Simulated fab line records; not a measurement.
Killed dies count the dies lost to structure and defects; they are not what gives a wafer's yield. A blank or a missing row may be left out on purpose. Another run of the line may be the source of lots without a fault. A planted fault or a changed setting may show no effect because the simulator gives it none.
fab line records || flow berkeley-cmos170
record: {"lots": 13, "wafers": 39, "last-day": 13}
route steps=331 shown NSD@193 CONTACT@227 M1@247
lots with no fault: from the same line, run without faults
start-h: start of the lot's first displayed wafer, in hours after the record's first day || wait-h: hours from the lot's prior step to this one || " unchanged from the row above || L1.1+2: one row covering several wafers at once || - no value present, or no start provided || * or withheld: withheld || < > ~ a bound
route shown NAME@n: a module of which the file shows steps, and the number in the route of the first || usual: mean/standard deviation of fault-free wafers || same: alike in all rows || chamber/n: place in a boat || sites: per-site readings || _std_site: the standard deviation of these || _edge_site: inner sites' mean taken away from outer sites' mean || radius-mm: for every site, how far away it sits from the centre of the wafer || mask NAME#n: copy n || behind: the most recent tool/chamber to have shaped the wafer || hold: the reason the lot was held/the length of the hold in hours/how it ended || device: which transistor (n, p or np) failed to switch || end of line: the same wafers' tests at the end of the route || where a step has no rows: the recipe by itself || killed: count of dies lost to structure and defects at first sort (not the wafer's yield) || map: dies across one wafer; x = killed, . = not, _ = none there
set.NAME: the run value of the setting; set.NAME@STEP: its run value at that earlier step || model.NAME: the simulator's own value behind a step, which no gauge read
a sample of lots followed through the steps of the route, with each step as a table and each wafer as a row
== steps ==
step: UCB170_NSD_CD_MEAS_06
recipe: {"target-cd-nm": 1200}
usual: {"cd-nm": "1200.0/1.3"}
{"lot.wafer": "L570.1", "tool": "cd-sem-02", "chamber": "-", "start-h": 158.04, "wait-h": "-", "cd-nm": 1199.3}
{"lot.wafer": "L570.2", "tool": "cd-sem-02", "chamber": "-", "start-h": 158.04, "wait-h": "-", "cd-nm": 1198.7}
{"lot.wafer": "L570.6", "tool": "cd-sem-02", "chamber": "-", "start-h": 158.04, "wait-h": "-", "cd-nm": 1198.2}
{"lot.wafer": "L573.1", "tool": "cd-sem-02", "chamber": "-", "start-h": 171.80, "wait-h": "-", "cd-nm": 1200.3}
{"lot.wafer": "L573.2", "tool": "cd-sem-02", "chamber": "-", "start-h": 171.80, "wait-h": "-", "cd-nm": 1200.4}
{"lot.wafer": "L573.3", "tool": "cd-sem-02", "chamber": "-", "start-h": 171.80, "wait-h": "-", "cd-nm": 1200.7}
{"lot.wafer": "L571.1", "tool": "cd-sem-02", "chamber": "-", "start-h": 172.52, "wait-h": "-", "cd-nm": 1198.9}
{"lot.wafer": "L571.2", "tool": "cd-sem-02", "chamber": "-", "start-h": 172.52, "wait-h": "-", "cd-nm": 1199.7}
{"lot.wafer": "L571.3", "tool": "cd-sem-02", "chamber": "-", "start-h": 172.52, "wait-h": "-", "cd-nm": 1199.7}
{"lot.wafer": "L572.4", "tool": "cd-sem-01", "chamber": "-", "start-h": 172.83, "wait-h": "-", "cd-nm": 1199.5}
{"lot.wafer": "L572.5", "tool": "cd-sem-01", "chamber": "-", "start-h": 172.83, "wait-h": "-", "cd-nm": 1198.2}
{"lot.wafer": "L572.6", "tool": "cd-sem-01", "chamber": "-", "start-h": 172.83, "wait-h": "-", "cd-nm": 1199.5}
{"lot.wafer": "L574.1", "tool": "cd-sem-02", "chamber": "-", "start-h": 186.16, "wait-h": "-", "cd-nm": 1201.6}
{"lot.wafer": "L574.2", "tool": "cd-sem-02", "chamber": "-", "start-h": 186.16, "wait-h": "-", "cd-nm": 1201.6}
{"lot.wafer": "L574.6", "tool": "cd-sem-02", "chamber": "-", "start-h": 186.16, "wait-h": "-", "cd-nm": 1200.0}
{"lot.wafer": "L575.2", "tool": "cd-sem-02", "chamber": "-", "start-h": 186.42, "wait-h": "-", "cd-nm": 1200.0}
{"lot.wafer": "L575.4", "tool": "cd-sem-02", "chamber": "-", "start-h": 186.42, "wait-h": "-", "cd-nm": 1198.4}
{"lot.wafer": "L575.5", "tool": "cd-sem-02", "chamber": "-", "start-h": 186.42, "wait-h": "-", "cd-nm": 1199.3}
{"lot.wafer": "L577.3", "tool": "cd-sem-01", "chamber": "-", "start-h": 198.32, "wait-h": "-", "cd-nm": 1200.4}
{"lot.wafer": "L577.4", "tool": "cd-sem-01", "chamber": "-", "start-h": 198.32, "wait-h": "-", "cd-nm": 1199.6}
{"lot.wafer": "L577.6", "tool": "cd-sem-01", "chamber": "-", "start-h": 198.32, "wait-h": "-", "cd-nm": 1200.7}
{"lot.wafer": "L579.3", "tool": "cd-sem-02", "chamber": "-", "start-h": 212.29, "wait-h": "-", "cd-nm": 1201.0}
{"lot.wafer": "L579.4", "tool": "cd-sem-02", "chamber": "-", "start-h": 212.29, "wait-h": "-", "cd-nm": 1198.8}
{"lot.wafer": "L579.5", "tool": "cd-sem-02", "chamber": "-", "start-h": 212.29, "wait-h": "-", "cd-nm": 1199.2}
{"lot.wafer": "L578.3", "tool": "cd-sem-01", "chamber": "-", "start-h": 212.37, "wait-h": "-", "cd-nm": 1199.7}
{"lot.wafer": "L578.4", "tool": "cd-sem-01", "chamber": "-", "start-h": 212.37, "wait-h": "-", "cd-nm": 1200.6}
{"lot.wafer": "L578.5", "tool": "cd-sem-01", "chamber": "-", "start-h": 212.37, "wait-h": "-", "cd-nm": 1199.6}
{"lot.wafer": "L588.1", "tool": "cd-sem-01", "chamber": "-", "start-h": 258.34, "wait-h": "-", "cd-nm": 1197.0}
{"lot.wafer": "L588.2", "tool": "cd-sem-01", "chamber": "-", "start-h": 258.34, "wait-h": "-", "cd-nm": 1197.8}
{"lot.wafer": "L588.6", "tool": "cd-sem-01", "chamber": "-", "start-h": 258.34, "wait-h": "-", "cd-nm": 1197.5}
{"lot.wafer": "L590.1", "tool": "cd-sem-01", "chamber": "-", "start-h": 277.48, "wait-h": "-", "cd-nm": 1198.1}
{"lot.wafer": "L590.2", "tool": "cd-sem-01", "chamber": "-", "start-h": 277.48, "wait-h": "-", "cd-nm": 1199.8}
{"lot.wafer": "L590.3", "tool": "cd-sem-01", "chamber": "-", "start-h": 277.48, "wait-h": "-", "cd-nm": 1198.1}
{"lot.wafer": "L591.1", "tool": "cd-sem-02", "chamber": "-", "start-h": 291.83, "wait-h": "-", "cd-nm": 1199.5}
{"lot.wafer": "L591.3", "tool": "cd-sem-02", "chamber": "-", "start-h": 291.83, "wait-h": "-", "cd-nm": 1198.7}
{"lot.wafer": "L591.5", "tool": "cd-sem-02", "chamber": "-", "start-h": 291.83, "wait-h": "-", "cd-nm": 1199.6}
{"lot.wafer": "L592.2", "tool": "cd-sem-02", "chamber": "-", "start-h": 292.23, "wait-h": "-", "cd-nm": 1201.2}
{"lot.wafer": "L592.3", "tool": "cd-sem-02", "chamber": "-", "start-h": 292.23, "wait-h": "-", "cd-nm": 1202.0}
{"lot.wafer": "L592.4", "tool": "cd-sem-02", "chamber": "-", "start-h": 292.23, "wait-h": "-", "cd-nm": 1201.4}
step: UCB170_NSD_OVL_MEAS_07
usual: {"NSD_OVL": "-1/6.1"}
{"lot.wafer": "L570.1", "tool": "overlay-02", "chamber": "-", "start-h": 158.16, "wait-h": 0.1, "NSD_OVL[nm]": -11}
{"lot.wafer": "L570.2", "tool": "overlay-02", "chamber": "-", "start-h": 158.16, "wait-h": 0.1, "NSD_OVL[nm]": -8}
{"lot.wafer": "L570.6", "tool": "overlay-02", "chamber": "-", "start-h": 158.16, "wait-h": 0.1, "NSD_OVL[nm]": -3}
{"lot.wafer": "L573.1", "tool": "overlay-02", "chamber": "-", "start-h": 171.92, "wait-h": 0.1, "NSD_OVL[nm]": 4}
{"lot.wafer": "L573.2", "tool": "overlay-02", "chamber": "-", "start-h": 171.92, "wait-h": 0.1, "NSD_OVL[nm]": -5}
{"lot.wafer": "L573.3", "tool": "overlay-02", "chamber": "-", "start-h": 171.92, "wait-h": 0.1, "NSD_OVL[nm]": 2}
{"lot.wafer": "L571.1", "tool": "overlay-02", "chamber": "-", "start-h": 172.64, "wait-h": 0.1, "NSD_OVL[nm]": -1}
{"lot.wafer": "L571.2", "tool": "overlay-02", "chamber": "-", "start-h": 172.64, "wait-h": 0.1, "NSD_OVL[nm]": 6}
{"lot.wafer": "L571.3", "tool": "overlay-02", "chamber": "-", "start-h": 172.64, "wait-h": 0.1, "NSD_OVL[nm]": 4}
{"lot.wafer": "L572.4", "tool": "overlay-01", "chamber": "-", "start-h": 172.91, "wait-h": 0.1, "NSD_OVL[nm]": 3}
{"lot.wafer": "L572.5", "tool": "overlay-01", "chamber": "-", "start-h": 172.91, "wait-h": 0.1, "NSD_OVL[nm]": 4}
{"lot.wafer": "L572.6", "tool": "overlay-01", "chamber": "-", "start-h": 172.91, "wait-h": 0.1, "NSD_OVL[nm]": 10}
{"lot.wafer": "L574.1", "tool": "overlay-02", "chamber": "-", "start-h": 186.28, "wait-h": 0.1, "NSD_OVL[nm]": -2}
{"lot.wafer": "L574.2", "tool": "overlay-02", "chamber": "-", "start-h": 186.28, "wait-h": 0.1, "NSD_OVL[nm]": 0}
{"lot.wafer": "L574.6", "tool": "overlay-02", "chamber": "-", "start-h": 186.28, "wait-h": 0.1, "NSD_OVL[nm]": -4}
{"lot.wafer": "L575.2", "tool": "overlay-01", "chamber": "-", "start-h": 186.53, "wait-h": 0.1, "NSD_OVL[nm]": -13}
{"lot.wafer": "L575.4", "tool": "overlay-01", "chamber": "-", "start-h": 186.53, "wait-h": 0.1, "NSD_OVL[nm]": -6}
{"lot.wafer": "L575.5", "tool": "overlay-01", "chamber": "-", "start-h": 186.53, "wait-h": 0.1, "NSD_OVL[nm]": -1}
{"lot.wafer": "L577.3", "tool": "overlay-01", "chamber": "-", "start-h": 198.41, "wait-h": 0.1, "NSD_OVL[nm]": 0}
{"lot.wafer": "L577.4", "tool": "overlay-01", "chamber": "-", "start-h": 198.41, "wait-h": 0.1, "NSD_OVL[nm]": -6}
{"lot.wafer": "L577.6", "tool": "overlay-01", "chamber": "-", "start-h": 198.41, "wait-h": 0.1, "NSD_OVL[nm]": -5}
{"lot.wafer": "L579.3", "tool": "overlay-01", "chamber": "-", "start-h": 212.38, "wait-h": 0.1, "NSD_OVL[nm]": -7}
{"lot.wafer": "L579.4", "tool": "overlay-01", "chamber": "-", "start-h": 212.38, "wait-h": 0.1, "NSD_OVL[nm]": -11}
{"lot.wafer": "L579.5", "tool": "overlay-01", "chamber": "-", "start-h": 212.38, "wait-h": 0.1, "NSD_OVL[nm]": -2}
{"lot.wafer": "L578.3", "tool": "overlay-02", "chamber": "-", "start-h": 212.46, "wait-h": 0.1, "NSD_OVL[nm]": 1}
{"lot.wafer": "L578.4", "tool": "overlay-02", "chamber": "-", "start-h": 212.46, "wait-h": 0.1, "NSD_OVL[nm]": 6}
{"lot.wafer": "L578.5", "tool": "overlay-02", "chamber": "-", "start-h": 212.46, "wait-h": 0.1, "NSD_OVL[nm]": -1}
{"lot.wafer": "L588.1", "tool": "overlay-01", "chamber": "-", "start-h": 258.46, "wait-h": 0.1, "NSD_OVL[nm]": 10}
{"lot.wafer": "L588.2", "tool": "overlay-01", "chamber": "-", "start-h": 258.46, "wait-h": 0.1, "NSD_OVL[nm]": 0}
{"lot.wafer": "L588.6", "tool": "overlay-01", "chamber": "-", "start-h": 258.46, "wait-h": 0.1, "NSD_OVL[nm]": 1}
{"lot.wafer": "L590.1", "tool": "overlay-01", "chamber": "-", "start-h": 277.60, "wait-h": 0.1, "NSD_OVL[nm]": -5}
{"lot.wafer": "L590.2", "tool": "overlay-01", "chamber": "-", "start-h": 277.60, "wait-h": 0.1, "NSD_OVL[nm]": -16}
{"lot.wafer": "L590.3", "tool": "overlay-01", "chamber": "-", "start-h": 277.60, "wait-h": 0.1, "NSD_OVL[nm]": -3}
{"lot.wafer": "L591.1", "tool": "overlay-01", "chamber": "-", "start-h": 291.95, "wait-h": 0.1, "NSD_OVL[nm]": 3}
{"lot.wafer": "L591.3", "tool": "overlay-01", "chamber": "-", "start-h": 291.95, "wait-h": 0.1, "NSD_OVL[nm]": 0}
{"lot.wafer": "L591.5", "tool": "overlay-01", "chamber": "-", "start-h": 291.95, "wait-h": 0.1, "NSD_OVL[nm]": -4}
{"lot.wafer": "L592.2", "tool": "overlay-01", "chamber": "-", "start-h": 292.33, "wait-h": 0.1, "NSD_OVL[nm]": 7}
{"lot.wafer": "L592.3", "tool": "overlay-01", "chamber": "-", "start-h": 292.33, "wait-h": 0.1, "NSD_OVL[nm]": -3}
{"lot.wafer": "L592.4", "tool": "overlay-01", "chamber": "-", "start-h": 292.33, "wait-h": 0.1, "NSD_OVL[nm]": 2}
step: UCB170_CONTACT_SOFTBAKE_11
recipe: {"resist": "KrF", "temp-c": 130, "time-s": 60}
usual: {"plate-temp-C": "129.99/0.17"}
{"lot.wafer": "L570.1", "tool": "litho-track-03", "chamber": 0, "start-h": 164, "wait-h": "-", "plate-temp-C": 129.94}
{"lot.wafer": "L570.2", "tool": "litho-track-03", "chamber": 0, "start-h": 164, "wait-h": "-", "plate-temp-C": 129.90}
{"lot.wafer": "L570.6", "tool": "litho-track-03", "chamber": 0, "start-h": 164, "wait-h": "-", "plate-temp-C": 129.84}
{"lot.wafer": "L573.1", "tool": "litho-track-04", "chamber": 0, "start-h": 177, "wait-h": "-", "plate-temp-C": 130.13}
{"lot.wafer": "L573.2", "tool": "litho-track-04", "chamber": 0, "start-h": 177, "wait-h": "-", "plate-temp-C": 130.09}
{"lot.wafer": "L573.3", "tool": "litho-track-04", "chamber": 0, "start-h": 177, "wait-h": "-", "plate-temp-C": 130.20}
{"lot.wafer": "L571.1", "tool": "litho-track-04", "chamber": 0, "start-h": 178, "wait-h": "-", "plate-temp-C": 129.81}
{"lot.wafer": "L571.2", "tool": "litho-track-04", "chamber": 0, "start-h": 178, "wait-h": "-", "plate-temp-C": 129.82}
{"lot.wafer": "L571.3", "tool": "litho-track-04", "chamber": 0, "start-h": 178, "wait-h": "-", "plate-temp-C": 129.81}
{"lot.wafer": "L572.4", "tool": "litho-track-03", "chamber": 0, "start-h": 179, "wait-h": "-", "plate-temp-C": 129.74}
{"lot.wafer": "L572.5", "tool": "litho-track-03", "chamber": 0, "start-h": 179, "wait-h": "-", "plate-temp-C": 129.90}
{"lot.wafer": "L572.6", "tool": "litho-track-03", "chamber": 0, "start-h": 179, "wait-h": "-", "plate-temp-C": 129.47}
{"lot.wafer": "L574.1", "tool": "litho-track-01", "chamber": 0, "start-h": 192, "wait-h": "-", "plate-temp-C": 129.94}
{"lot.wafer": "L574.2", "tool": "litho-track-01", "chamber": 0, "start-h": 192, "wait-h": "-", "plate-temp-C": 129.82}
{"lot.wafer": "L574.6", "tool": "litho-track-01", "chamber": 0, "start-h": 192, "wait-h": "-", "plate-temp-C": 129.95}
{"lot.wafer": "L575.2", "tool": "litho-track-04", "chamber": 0, "start-h": 193, "wait-h": "-", "plate-temp-C": 130.12}
{"lot.wafer": "L575.4", "tool": "litho-track-04", "chamber": 0, "start-h": 193, "wait-h": "-", "plate-temp-C": 130.03}
{"lot.wafer": "L575.5", "tool": "litho-track-04", "chamber": 0, "start-h": 193, "wait-h": "-", "plate-temp-C": 129.95}
{"lot.wafer": "L577.3", "tool": "litho-track-01", "chamber": 0, "start-h": 203, "wait-h": "-", "plate-temp-C": 129.88}
{"lot.wafer": "L577.4", "tool": "litho-track-01", "chamber": 0, "start-h": 203, "wait-h": "-", "plate-temp-C": 130.19}
{"lot.wafer": "L577.6", "tool": "litho-track-01", "chamber": 0, "start-h": 203, "wait-h": "-", "plate-temp-C": 129.96}
{"lot.wafer": "L578.3", "tool": "litho-track-03", "chamber": 0, "start-h": 218, "wait-h": "-", "plate-temp-C": 129.84}
{"lot.wafer": "L578.4", "tool": "litho-track-03", "chamber": 0, "start-h": 218, "wait-h": "-", "plate-temp-C": 129.81}
{"lot.wafer": "L578.5", "tool": "litho-track-03", "chamber": 0, "start-h": 218, "wait-h": "-", "plate-temp-C": 129.73}
{"lot.wafer": "L579.3", "tool": "litho-track-04", "chamber": 0, "start-h": 219, "wait-h": "-", "plate-temp-C": 130.06}
{"lot.wafer": "L579.4", "tool": "litho-track-04", "chamber": 0, "start-h": 219, "wait-h": "-", "plate-temp-C": 130.03}
{"lot.wafer": "L579.5", "tool": "litho-track-04", "chamber": 0, "start-h": 219, "wait-h": "-", "plate-temp-C": 130.03}
{"lot.wafer": "L588.1", "tool": "litho-track-01", "chamber": 0, "start-h": 264, "wait-h": "-", "plate-temp-C": 130.00}
{"lot.wafer": "L588.2", "tool": "litho-track-01", "chamber": 0, "start-h": 264, "wait-h": "-", "plate-temp-C": 129.83}
{"lot.wafer": "L588.6", "tool": "litho-track-01", "chamber": 0, "start-h": 265, "wait-h": "-", "plate-temp-C": 129.74}
{"lot.wafer": "L590.1", "tool": "litho-track-03", "chamber": 0, "start-h": 284, "wait-h": "-", "plate-temp-C": 129.90}
{"lot.wafer": "L590.2", "tool": "litho-track-03", "chamber": 0, "start-h": 284, "wait-h": "-", "plate-temp-C": 129.98}
{"lot.wafer": "L590.3", "tool": "litho-track-03", "chamber": 0, "start-h": 284, "wait-h": "-", "plate-temp-C": 129.99}
{"lot.wafer": "L591.1", "tool": "litho-track-03", "chamber": 0, "start-h": 298, "wait-h": "-", "plate-temp-C": 129.90}
{"lot.wafer": "L591.3", "tool": "litho-track-03", "chamber": 0, "start-h": 298, "wait-h": "-", "plate-temp-C": 129.88}
{"lot.wafer": "L591.5", "tool": "litho-track-03", "chamber": 0, "start-h": 298, "wait-h": "-", "plate-temp-C": 130.09}
{"lot.wafer": "L592.2", "tool": "litho-track-04", "chamber": 0, "start-h": 299, "wait-h": "-", "plate-temp-C": 130.01}
{"lot.wafer": "L592.3", "tool": "litho-track-04", "chamber": 0, "start-h": 299, "wait-h": "-", "plate-temp-C": 130.19}
{"lot.wafer": "L592.4", "tool": "litho-track-04", "chamber": 0, "start-h": 299, "wait-h": "-", "plate-temp-C": 130.19}
step: UCB170_CONTACT_CD_MEAS_15
recipe: {"target-cd-nm": 700}
usual: {"cd-nm": "699.7/1.6"}
{"lot.wafer": "L570.1", "tool": "cd-sem-01", "chamber": "-", "start-h": 165.13, "wait-h": "-", "cd-nm": 697.9}
{"lot.wafer": "L570.2", "tool": "cd-sem-01", "chamber": "-", "start-h": 165.13, "wait-h": "-", "cd-nm": 699.8}
{"lot.wafer": "L570.6", "tool": "cd-sem-01", "chamber": "-", "start-h": 165.13, "wait-h": "-", "cd-nm": 700.0}
{"lot.wafer": "L573.1", "tool": "cd-sem-02", "chamber": "-", "start-h": 178.62, "wait-h": "-", "cd-nm": 702.3}
{"lot.wafer": "L573.2", "tool": "cd-sem-02", "chamber": "-", "start-h": 178.62, "wait-h": "-", "cd-nm": 702.0}
{"lot.wafer": "L573.3", "tool": "cd-sem-02", "chamber": "-", "start-h": 178.62, "wait-h": "-", "cd-nm": 701.2}
{"lot.wafer": "L571.1", "tool": "cd-sem-01", "chamber": "-", "start-h": 179.15, "wait-h": "-", "cd-nm": 697.5}
{"lot.wafer": "L571.2", "tool": "cd-sem-01", "chamber": "-", "start-h": 179.15, "wait-h": "-", "cd-nm": 697.0}
{"lot.wafer": "L571.3", "tool": "cd-sem-01", "chamber": "-", "start-h": 179.15, "wait-h": "-", "cd-nm": 697.2}
{"lot.wafer": "L572.4", "tool": "cd-sem-02", "chamber": "-", "start-h": 180.77, "wait-h": "-", "cd-nm": 699.5}
{"lot.wafer": "L572.5", "tool": "cd-sem-02", "chamber": "-", "start-h": 180.77, "wait-h": "-", "cd-nm": 699.8}
{"lot.wafer": "L572.6", "tool": "cd-sem-02", "chamber": "-", "start-h": 180.77, "wait-h": "-", "cd-nm": 698.6}
{"lot.wafer": "L574.1", "tool": "cd-sem-02", "chamber": "-", "start-h": 192.78, "wait-h": "-", "cd-nm": 700.4}
{"lot.wafer": "L574.2", "tool": "cd-sem-02", "chamber": "-", "start-h": 192.78, "wait-h": "-", "cd-nm": 699.1}
{"lot.wafer": "L574.6", "tool": "cd-sem-02", "chamber": "-", "start-h": 192.78, "wait-h": "-", "cd-nm": 701.1}
{"lot.wafer": "L575.2", "tool": "cd-sem-01", "chamber": "-", "start-h": 193.69, "wait-h": "-", "cd-nm": 701.9}
{"lot.wafer": "L575.4", "tool": "cd-sem-01", "chamber": "-", "start-h": 193.69, "wait-h": "-", "cd-nm": 701.2}
{"lot.wafer": "L575.5", "tool": "cd-sem-01", "chamber": "-", "start-h": 193.69, "wait-h": "-", "cd-nm": 701.6}
{"lot.wafer": "L577.3", "tool": "cd-sem-01", "chamber": "-", "start-h": 204.44, "wait-h": "-", "cd-nm": 699.4}
{"lot.wafer": "L577.4", "tool": "cd-sem-01", "chamber": "-", "start-h": 204.44, "wait-h": "-", "cd-nm": 700.3}
{"lot.wafer": "L577.6", "tool": "cd-sem-01", "chamber": "-", "start-h": 204.44, "wait-h": "-", "cd-nm": 700.0}
{"lot.wafer": "L578.3", "tool": "cd-sem-01", "chamber": "-", "start-h": 219.04, "wait-h": "-", "cd-nm": 698.4}
{"lot.wafer": "L578.4", "tool": "cd-sem-01", "chamber": "-", "start-h": 219.04, "wait-h": "-", "cd-nm": 698.4}
{"lot.wafer": "L578.5", "tool": "cd-sem-01", "chamber": "-", "start-h": 219.04, "wait-h": "-", "cd-nm": 700.1}
{"lot.wafer": "L579.3", "tool": "cd-sem-01", "chamber": "-", "start-h": 220.73, "wait-h": "-", "cd-nm": 698.4}
{"lot.wafer": "L579.4", "tool": "cd-sem-01", "chamber": "-", "start-h": 220.73, "wait-h": "-", "cd-nm": 699.3}
{"lot.wafer": "L579.5", "tool": "cd-sem-01", "chamber": "-", "start-h": 220.73, "wait-h": "-", "cd-nm": 699.5}
{"lot.wafer": "L588.1", "tool": "cd-sem-02", "chamber": "-", "start-h": 265.62, "wait-h": "-", "cd-nm": 704.5}
{"lot.wafer": "L588.2", "tool": "cd-sem-02", "chamber": "-", "start-h": 265.62, "wait-h": "-", "cd-nm": 704.3}
{"lot.wafer": "L588.6", "tool": "cd-sem-02", "chamber": "-", "start-h": 265.62, "wait-h": "-", "cd-nm": 703.7}
{"lot.wafer": "L590.1", "tool": "cd-sem-01", "chamber": "-", "start-h": 285.49, "wait-h": "-", "cd-nm": 699.0}
{"lot.wafer": "L590.2", "tool": "cd-sem-01", "chamber": "-", "start-h": 285.49, "wait-h": "-", "cd-nm": 699.1}
{"lot.wafer": "L590.3", "tool": "cd-sem-01", "chamber": "-", "start-h": 285.49, "wait-h": "-", "cd-nm": 698.4}
{"lot.wafer": "L591.1", "tool": "cd-sem-01", "chamber": "-", "start-h": 300.00, "wait-h": "-", "cd-nm": 701.2}
{"lot.wafer": "L591.3", "tool": "cd-sem-01", "chamber": "-", "start-h": 300.00, "wait-h": "-", "cd-nm": 698.3}
{"lot.wafer": "L591.5", "tool": "cd-sem-01", "chamber": "-", "start-h": 300.00, "wait-h": "-", "cd-nm": 698.8}
{"lot.wafer": "L592.2", "tool": "cd-sem-01", "chamber": "-", "start-h": 301.06, "wait-h": "-", "cd-nm": 699.8}
{"lot.wafer": "L592.3", "tool": "cd-sem-01", "chamber": "-", "start-h": 301.06, "wait-h": "-", "cd-nm": 701.1}
{"lot.wafer": "L592.4", "tool": "cd-sem-01", "chamber": "-", "start-h": 301.06, "wait-h": "-", "cd-nm": 700.4}
step: UCB170_M1_CD_MEAS_09
recipe: {"target-cd-nm": 700}
usual: {"cd-nm": "700.0/1.9"}
{"lot.wafer": "L570.1", "tool": "cd-sem-01", "chamber": "-", "start-h": 167.73, "wait-h": "-", "cd-nm": 699.6}
{"lot.wafer": "L570.2", "tool": "cd-sem-01", "chamber": "-", "start-h": 167.73, "wait-h": "-", "cd-nm": 699.3}
{"lot.wafer": "L570.6", "tool": "cd-sem-01", "chamber": "-", "start-h": 167.73, "wait-h": "-", "cd-nm": 700.5}
{"lot.wafer": "L573.1", "tool": "cd-sem-02", "chamber": "-", "start-h": 180.83, "wait-h": "-", "cd-nm": 701.2}
{"lot.wafer": "L573.2", "tool": "cd-sem-02", "chamber": "-", "start-h": 180.83, "wait-h": "-", "cd-nm": 700.9}
{"lot.wafer": "L573.3", "tool": "cd-sem-02", "chamber": "-", "start-h": 180.83, "wait-h": "-", "cd-nm": 699.9}
{"lot.wafer": "L571.1", "tool": "cd-sem-02", "chamber": "-", "start-h": 181.26, "wait-h": "-", "cd-nm": 697.4}
{"lot.wafer": "L571.2", "tool": "cd-sem-02", "chamber": "-", "start-h": 181.26, "wait-h": "-", "cd-nm": 696.0}
{"lot.wafer": "L571.3", "tool": "cd-sem-02", "chamber": "-", "start-h": 181.26, "wait-h": "-", "cd-nm": 696.2}
{"lot.wafer": "L572.4", "tool": "cd-sem-02", "chamber": "-", "start-h": 183.55, "wait-h": "-", "cd-nm": 701.7}
{"lot.wafer": "L572.5", "tool": "cd-sem-02", "chamber": "-", "start-h": 183.55, "wait-h": "-", "cd-nm": 702.6}
{"lot.wafer": "L572.6", "tool": "cd-sem-02", "chamber": "-", "start-h": 183.55, "wait-h": "-", "cd-nm": 701.4}
{"lot.wafer": "L574.1", "tool": "cd-sem-01", "chamber": "-", "start-h": 194.66, "wait-h": "-", "cd-nm": 700.6}
{"lot.wafer": "L574.2", "tool": "cd-sem-01", "chamber": "-", "start-h": 194.66, "wait-h": "-", "cd-nm": 702.1}
{"lot.wafer": "L574.6", "tool": "cd-sem-01", "chamber": "-", "start-h": 194.66, "wait-h": "-", "cd-nm": 703.0}
{"lot.wafer": "L575.2", "tool": "cd-sem-01", "chamber": "-", "start-h": 195.62, "wait-h": "-", "cd-nm": 698.7}
{"lot.wafer": "L575.4", "tool": "cd-sem-01", "chamber": "-", "start-h": 195.62, "wait-h": "-", "cd-nm": 699.3}
{"lot.wafer": "L575.5", "tool": "cd-sem-01", "chamber": "-", "start-h": 195.62, "wait-h": "-", "cd-nm": 699.4}
{"lot.wafer": "L577.3", "tool": "cd-sem-01", "chamber": "-", "start-h": 206.37, "wait-h": "-", "cd-nm": 699.8}
{"lot.wafer": "L577.4", "tool": "cd-sem-01", "chamber": "-", "start-h": 206.37, "wait-h": "-", "cd-nm": 698.9}
{"lot.wafer": "L577.6", "tool": "cd-sem-01", "chamber": "-", "start-h": 206.37, "wait-h": "-", "cd-nm": 699.0}
{"lot.wafer": "L578.3", "tool": "cd-sem-01", "chamber": "-", "start-h": 220.97, "wait-h": "-", "cd-nm": 702.3}
{"lot.wafer": "L578.4", "tool": "cd-sem-01", "chamber": "-", "start-h": 220.97, "wait-h": "-", "cd-nm": 701.2}
{"lot.wafer": "L578.5", "tool": "cd-sem-01", "chamber": "-", "start-h": 220.97, "wait-h": "-", "cd-nm": 701.5}
{"lot.wafer": "L579.3", "tool": "cd-sem-02", "chamber": "-", "start-h": 222.59, "wait-h": "-", "cd-nm": 699.6}
{"lot.wafer": "L579.4", "tool": "cd-sem-02", "chamber": "-", "start-h": 222.59, "wait-h": "-", "cd-nm": 699.4}
{"lot.wafer": "L579.5", "tool": "cd-sem-02", "chamber": "-", "start-h": 222.59, "wait-h": "-", "cd-nm": 700.3}
{"lot.wafer": "L588.1", "tool": "cd-sem-01", "chamber": "-", "start-h": 267.59, "wait-h": "-", "cd-nm": 697.1}
{"lot.wafer": "L588.2", "tool": "cd-sem-01", "chamber": "-", "start-h": 267.59, "wait-h": "-", "cd-nm": 699.2}
{"lot.wafer": "L588.6", "tool": "cd-sem-01", "chamber": "-", "start-h": 267.59, "wait-h": "-", "cd-nm": 698.3}
{"lot.wafer": "L590.1", "tool": "cd-sem-02", "chamber": "-", "start-h": 287.29, "wait-h": "-", "cd-nm": 698.8}
{"lot.wafer": "L590.2", "tool": "cd-sem-02", "chamber": "-", "start-h": 287.29, "wait-h": "-", "cd-nm": 698.9}
{"lot.wafer": "L590.3", "tool": "cd-sem-02", "chamber": "-", "start-h": 287.29, "wait-h": "-", "cd-nm": 700.1}
{"lot.wafer": "L591.1", "tool": "cd-sem-02", "chamber": "-", "start-h": 302.89, "wait-h": "-", "cd-nm": 697.2}
{"lot.wafer": "L591.3", "tool": "cd-sem-02", "chamber": "-", "start-h": 302.89, "wait-h": "-", "cd-nm": 697.4}
{"lot.wafer": "L591.5", "tool": "cd-sem-02", "chamber": "-", "start-h": 302.89, "wait-h": "-", "cd-nm": 698.8}
{"lot.wafer": "L592.2", "tool": "cd-sem-02", "chamber": "-", "start-h": 303.20, "wait-h": "-", "cd-nm": 696.9}
{"lot.wafer": "L592.3", "tool": "cd-sem-02", "chamber": "-", "start-h": 303.20, "wait-h": "-", "cd-nm": 698.6}
{"lot.wafer": "L592.4", "tool": "cd-sem-02", "chamber": "-", "start-h": 303.20, "wait-h": "-", "cd-nm": 698.6}
== key ==
first-sign: {"step": "UCB170_CONTACT_CD_MEAS_15", "reading": "cd-nm", "direction": "up", "sigmas": 2.9, "usual": 699.7, "struck": 704.2}
effect none on later readings
met-at UCB170_CONTACT_SOFTBAKE_11
struck-lots L588
sort-left-out L588.1,L588.2,L588.6
tester-left-out L588
not-acting-at UCB170_NSD_CD_MEAS_06,UCB170_NSD_OVL_MEAS_07,UCB170_M1_CD_MEAS_09
onset-between 203 264
fault: {"kind": "process-parameter-drift", "tool": "litho-track-01", "chamber": "-", "onset-h": 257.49, "steps": "UCB170_CONTACT_SOFTBAKE_11", "channel": "time-s", "offset": "*", "shape": "step", "end-h": 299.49, "acts-in": "*", "stated": "*"}
tester-left-out: of these lots the tester's yield and bins aren't shown, on N5 and GAA mostly nor the transistor test; their killed dies are dies lost to structure and defects alone, not to doping, threshold or leakage, so they don't give the yield
sort-left-out: the simulated sort isn't trusted on such a fault, so these wafers' sort isn't shown, and their yield isn't known
